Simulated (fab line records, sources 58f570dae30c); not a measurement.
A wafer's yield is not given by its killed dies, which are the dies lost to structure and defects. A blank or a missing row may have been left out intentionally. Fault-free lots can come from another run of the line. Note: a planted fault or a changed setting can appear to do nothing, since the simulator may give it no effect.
Struck lot and sound lot, side by side / flow berkeleyCmos170 / 16 out of 331 route steps
Sound: these wafers, L241.1, L241.4, L241.6. The struck wafers were L235.1, L235.2, L235.4. The cause comes at the end.
Per side, at each step with rows, come the tool, then ch with its chambers, and then its first start. Under that, the readings that differ: sound wafers / struck wafers / difference of the means / sigmas: that difference in standard deviations of wafers without a fault.
alike: readings whose means differ by less than 2 such deviations, and words and numbers that are the same on both sides. not compared: withheld readings, readings that some wafer has no value for, bounds like >300 that may hide the same value, and numbers for which the record gives no deviation and whose values overlap.
The two part at a step that has a row with sigmas, a row that says differs or no value, or rows on one side only. Numbers that don't overlap but have no deviation are shown without sigmas and don't part them. A reading that every wafer of one side lacks parts them only if that side has two wafers or more.

UCB170_PWELL_THK_MEAS_03:
  struck on filmMetro-01, day 4 06:15; sound on filmMetro-04, day 5 02:13
reading=PWELL_OXIDE_THK (nm); sound=26.8 26.5 26.6; struck=25.7 25.7 25.3; difference=-1.1; sigmas=-2
then, 2 steps without rows for these wafers: UCB170_PWELL_ANNEAL_04 (time 900 s); UCB170_PWELL_CVD_05 (deposits Si3N4 from SiH2Cl2/NH3, target thk 220 nm, time 3300 s).
UCB170_PWELL_THK_MEAS_06:
  struck on filmMetro-04, day 4 10:55; sound on filmMetro-04, day 5 09:04
  alike: PWELL_NITRIDE_THK
then, 6 steps without rows for these wafers: UCB170_PWELL_HMDS_07 (prime time 60 s); UCB170_PWELL_COAT_08 (resist thk 900 nm); UCB170_PWELL_SOFTBAKE_09 (time 60 s); UCB170_PWELL_EXPOSE_10 (exposes mask PWELL, target cd 3000 nm); UCB170_PWELL_PEB_11; UCB170_PWELL_DEVELOP_12 (develop time 45 s).
UCB170_PWELL_OVL_MEAS_13:
  struck on overlay-01, day 4 11:54; sound on overlay-02, day 5 10:54
  alike: PWELL_OVL
UCB170_PWELL_ETCH_14: etches Si3N4 in CH3F/Ar/O2, stops on SiO2, target depth 242 nm, time 151 s.
  sound on rieDiel-02 ch 1,2,3, day 5 10:56; struck on rieDiel-04 ch 0,2,3, day 4 11:56
  alike: drypumpMotorCurrentA, oesProductAu, throttleValvePct
  not compared: rfHoursCounterH
UCB170_PWELL_IMPLANT_15:
  sound on implanter-01 ch 0, day 5 11:02; struck on implanter-03 ch 0, day 4 12:02
reading=doseIonsCm2; sound=5.001e+12 5.001e+12 5e+12; struck=4.157e+12 4.154e+12 4.157e+12; difference=-8.447e+11; sigmas=-99 or more
reading=faradayCurrentUA; sound=16.29 15.48 15.39; struck=12.98 13.38 13.14; difference=-2.55; sigmas=-9
UCB170_PWELL_STRIP_16: strips in O2.
  sound on plasmaAsher-03 ch 0,1, day 5 11:11; struck on plasmaAsher-03 ch 0,1, day 4 12:11
  alike: drypumpMotorCurrentA, oesProductAu, stripTimeToEndpointS
  not compared: rfHoursCounterH
UCB170_PWELL_TW_MEAS_17:
  struck on filmMetro-01, day 4 12:31; sound on filmMetro-01, day 5 11:17
reading=PWELL_TW; sound=384 383 383; struck=361 361 361; difference=-22; sigmas=-7
  not compared: hold
UCB170_M3_PROBE_99:
  the record holds rows for the sound wafers here (prober-02, day 9 18:14) but none for the struck ones

## WHERE THEY PART
Last at UCB170_M3_PROBE_99 as far as this record goes, first at UCB170_PWELL_THK_MEAS_03.

WHY: what had been put in by the simulator
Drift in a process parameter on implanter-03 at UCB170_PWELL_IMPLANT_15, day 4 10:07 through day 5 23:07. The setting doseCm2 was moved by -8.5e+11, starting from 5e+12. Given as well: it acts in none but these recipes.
